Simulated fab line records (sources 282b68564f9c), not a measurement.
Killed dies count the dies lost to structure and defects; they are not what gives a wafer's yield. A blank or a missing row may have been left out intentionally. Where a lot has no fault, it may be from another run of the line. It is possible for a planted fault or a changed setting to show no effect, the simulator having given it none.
Split-lot trial | flow rit cmos | 5 lots, 18 wafers read, on a route of 202 steps

## ABOUT THE SPLIT
At RIT_GATE_DEVELOP_15 (develop time 50 s), the setting dev temp c was moved away from the recipe's 23 C on 8 of the 18 wafers read, by -15.3% to +12.6%. This setting was run at the recipe's value on the other wafers.

## FROM THE SPLIT TO THE READING: what the file shows between them, 5 steps
- RIT_GATE_HARDBAKE_18: time 60 s
- RIT_GATE_ETCH_19: etches poly-Si in SF6/CHF3/O2, stops on SiO2, time 165 s, target depth 312.5 nm
- RIT_NLDD_IMPLANT_08 (also split here: energy kev)
- RIT_SPACER_ETCHBACK_05: etches Si3N4 in SF6/CHF3, stops on SiO2, target depth 250 nm, time 240 s (also split here: time s)
- RIT_NSD_IMPLANT_08 (also split here: dose cm2)

## THE READING
etest.pmos_0p15.drive ua um (the simulator's own value, which no gauge read), at RIT_M1_PROBE_99. There is no usual value for it anywhere in the file. Here, 10 wafers ran the recipe; their average is 246.9 with a standard deviation of 6.7.

wafer  | tool, chamber at the split | dev temp c as run, C | against the recipe | etest.pmos_0p15.drive ua um | against lot-mates on the recipe
L074.1 | litho track-03, 0          | 23                   | recipe             | 244.9                       | -
L074.3 | litho track-03, 0          | 23                   | recipe             | 243.7                       | -
L074.4 | litho track-03, 0          | 24.95                | +8.5%              | 216.2                       | -28.1
L074.5 | litho track-03, 0          | 24.95                | +8.5%              | 203.3                       | -41.0
L074.6 | litho track-03, 0          | 24.95                | +8.5%              | 216.7                       | -27.6
L075.2 | litho track-04, 0          | 23                   | recipe             | 247.6                       | -
L075.3 | litho track-04, 0          | 23                   | recipe             | 249.6                       | -
L075.6 | litho track-04, 0          | 20.51                | -10.8%             | 301.5                       | +52.9
L077.1 | litho track-03, 0          | 19.49                | -15.3%             | 340.5                       | +85.7
L077.2 | litho track-03, 0          | 19.49                | -15.3%             | 323.1                       | +68.3
L077.3 | litho track-03, 0          | 23                   | recipe             | 247.2                       | -
L077.4 | litho track-03, 0          | 23                   | recipe             | 262.5                       | -
L077.5 | litho track-03, 0          | 19.49                | -15.3%             | 330.4                       | +75.5
L080.1 | litho track-04, 0          | 23                   | recipe             | 242.3                       | -
L080.4 | litho track-04, 0          | 23                   | recipe             | 240.1                       | -
L080.6 | litho track-04, 0          | 23                   | recipe             | 238.4                       | -
L082.2 | litho track-02, 0          | 25.89                | +12.6%             | 212.3                       | -40.8
L082.5 | litho track-02, 0          | 23                   | recipe             | 253.1                       | -

THE FIT
A straight line over all 18 wafers: etest.pmos_0p15.drive ua um changes by -4.79 for each +1% of dev temp c; r = -0.97; the points scatter about the line by 9.7.
The same after taking each lot's own level away (the mean of its wafers on the recipe; 18 wafers): -4.49 for each +1%; r = -0.98; scatter 6.8.
The reading moves by 69 for the largest change in dev temp c, on that fit.
The lots' own levels span 240.27 to 254.85, that is 2.2 times the standard deviation above.
Consequently the slope shifts little with the lot-to-lot level, the two slopes agreeing.
Check: with one of the wafers moved furthest among these (-15.3%) left out of the fit, the line predicts +67.9 for it against its lot-mates. Against them it came out at +85.7.

## OTHER SPLITS ON THESE WAFERS
Before the reading, these wafers also passed through other splits. Each is held against what the fit with the lots' levels taken away leaves over:
other split on the same wafers | wafers away from the commonest value | r with etest.pmos_0p15.drive ua um (lot level and that fit taken away)
RIT_ACTIVE_EXPOSE_08 dose mj   | 6                                    | -0.06
RIT_NWELL_IMPLANT_08 dose cm2  | 8                                    | -0.30
RIT_PWELL_SOFTBAKE_02 temp c   | 4                                    | -0.12
RIT_PWELL_IMPLANT_08 dose cm2  | 5                                    | -0.15
RIT_NRETRO_SOFTBAKE_02 temp c  | 10                                   | -0.08
RIT_PRETRO_COAT_01 spin rpm    | 5                                    | +0.03
RIT_GATE_CVD_08 sih4 flow sccm | 13                                   | +0.01
RIT_NLDD_IMPLANT_08 energy kev | 4                                    | +0.42
RIT_SPACER_ETCHBACK_05 time s  | 5                                    | -0.02
RIT_NSD_IMPLANT_08 dose cm2    | 5                                    | +0.23

## THE WHOLE CHAIN: every reading that the file lists as answering this split, in the file's order
step            | what it does | reading                                                                      | change (the file's fit)           | r (the file's)
RIT_M1_PROBE_99 |              | etest.pmos_0p15.r on ohm um (the simulator's own value, which no gauge read) | +36.1 for each +1% of the setting | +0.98
RIT_M1_PROBE_99 |              | etest.nmos_0p15.r on ohm um (the simulator's own value, which no gauge read) | +9.46 for each +1% of the setting | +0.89
RIT_M1_PROBE_99 |              | etest.pmos_0p3.r on ohm um (the simulator's own value, which no gauge read)  | +37.1 for each +1% of the setting | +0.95
RIT_M1_PROBE_99 |              | etest.nmos_0p3.r on ohm um (the simulator's own value, which no gauge read)  | +10.2 for each +1% of the setting | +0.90
RIT_M1_PROBE_99 |              | etest.nmos_0p15.drive ua um (the simulator's own value, which no gauge read) | -6.91 for each +1% of the setting | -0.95
RIT_M1_PROBE_99 |              | etest.pmos_0p15.drive ua um (the simulator's own value, which no gauge read) | -4.53 for each +1% of the setting | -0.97

## FILE'S OWN FIT
etest.pmos_0p15.drive ua um changes by -4.53 for each +1% of dev temp c, r = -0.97.
